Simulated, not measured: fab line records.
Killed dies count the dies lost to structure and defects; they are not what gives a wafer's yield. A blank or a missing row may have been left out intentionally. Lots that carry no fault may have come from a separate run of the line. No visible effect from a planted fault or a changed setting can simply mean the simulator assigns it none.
Split-lot experiment ; flow ritCmos ; on a route of 202 steps: 5 lots, 23 wafers read

## SPLIT DETAILS
At RIT_PLDD_SOFTBAKE_02 (time 60 s), the setting tempC was moved away from the recipe's 90 C on 8 of the 23 wafers read, by +1.9% to +3.5%. The other wafers ran this setting at the recipe's value.

The reading is taken at the split's own step.

## THE READING
NOVOLAK_of_PLDD_COAT_01.thkNm (the simulator's own value, which no gauge read), in nm, at RIT_PLDD_SOFTBAKE_02 (time 60 s). There is no usual value for it anywhere in the file. The 15 wafers here that ran the recipe average 1000.5 nm, standard deviation 3.3 nm.

wafer;tool, chamber at the split;tempC as run, C;against the recipe;NOVOLAK_of_PLDD_COAT_01.thkNm, nm;against lot-mates on the recipe
L079.1;lithoTrack-03, 0;90;recipe;998.7;-
L079.3;lithoTrack-03, 0;93.07;+3.4%;990.4;-9.5
L079.4;lithoTrack-03, 0;93.07;+3.4%;987.9;-12.0
L079.5;lithoTrack-03, 0;93.07;+3.4%;989.5;-10.4
L079.6;lithoTrack-03, 0;90;recipe;1001;-
L081.1;lithoTrack-01, 0;90;recipe;1002;-
L081.2;lithoTrack-01, 0;90;recipe;1001;-
L081.3;lithoTrack-01, 0;90;recipe;1000;-
L081.4;lithoTrack-01, 0;90;recipe;999.6;-
L081.5;lithoTrack-01, 0;90;recipe;999.5;-
L082.1;lithoTrack-03, 0;91.69;+1.9%;999.4;-6.6
L082.2;lithoTrack-03, 0;91.69;+1.9%;999.9;-6.1
L082.3;lithoTrack-03, 0;90;recipe;1007;-
L082.5;lithoTrack-03, 0;90;recipe;1005;-
L082.6;lithoTrack-03, 0;90;recipe;1006;-
L084.3;lithoTrack-03, 0;90;recipe;994.8;-
L084.4;lithoTrack-03, 0;90;recipe;997.7;-
L084.6;lithoTrack-03, 0;90;recipe;998.9;-
L085.1;lithoTrack-01, 0;90;recipe;996.5;-
L085.2;lithoTrack-01, 0;93.16;+3.5%;993;-5.2
L085.3;lithoTrack-01, 0;93.16;+3.5%;992.9;-5.4
L085.4;lithoTrack-01, 0;93.16;+3.5%;993.9;-4.4
L085.6;lithoTrack-01, 0;90;recipe;1000;-

THE FIT
A straight line over all 23 wafers: NOVOLAK_of_PLDD_COAT_01.thkNm changes by -2.53 nm for each +1% of tempC; r = -0.78; the points scatter about the line by 3.2 nm.
The same after taking each lot's own level away (the mean of its wafers on the recipe; 23 wafers): -2.3 nm for each +1%; r = -0.87; scatter 2 nm.
On that fit, the largest move of tempC shifts the reading by 8.1 nm.
Measured against the standard deviation above, the lots' own levels, which go from 997.13 to 1006.00 nm, span 2.7 times it.
So the lot-to-lot level blurs the effect unless lot-mates are compared.
Check: with one of the wafers moved furthest among these (+3.5%) left out of the fit, the line predicts -8.75 nm for it against its lot-mates. It came out at -5.25 nm against them.

## THESE WAFERS: OTHER SPLITS
Other splits were also applied to these wafers ahead of the reading. Each is held against what the fit with the lots' levels taken away leaves over:
other split on the same wafers;wafers away from the commonest value;r with NOVOLAK_of_PLDD_COAT_01.thkNm (lot level and that fit taken away)
RIT_ACTIVE_ETCH_13 rfW;7;+0.14
RIT_NWELL_COAT_01 spinRpm;8;+0.04
RIT_NRETRO_COAT_01 spinRpm;6;+0.07
RIT_NRETRO_IMPLANT_08 doseCm2;7;-0.07
RIT_PRETRO_SOFTBAKE_02 tempC;9;-0.19
RIT_GATE_OXIDATION_05 oxTimeS;15;+0.37
RIT_REOX_OXIDATION_03 oxTimeS;10;+0.31

## FILE'S OWN FIT
NOVOLAK_of_PLDD_COAT_01.thkNm changes by -2.41 nm for each +1% of tempC, r = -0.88.
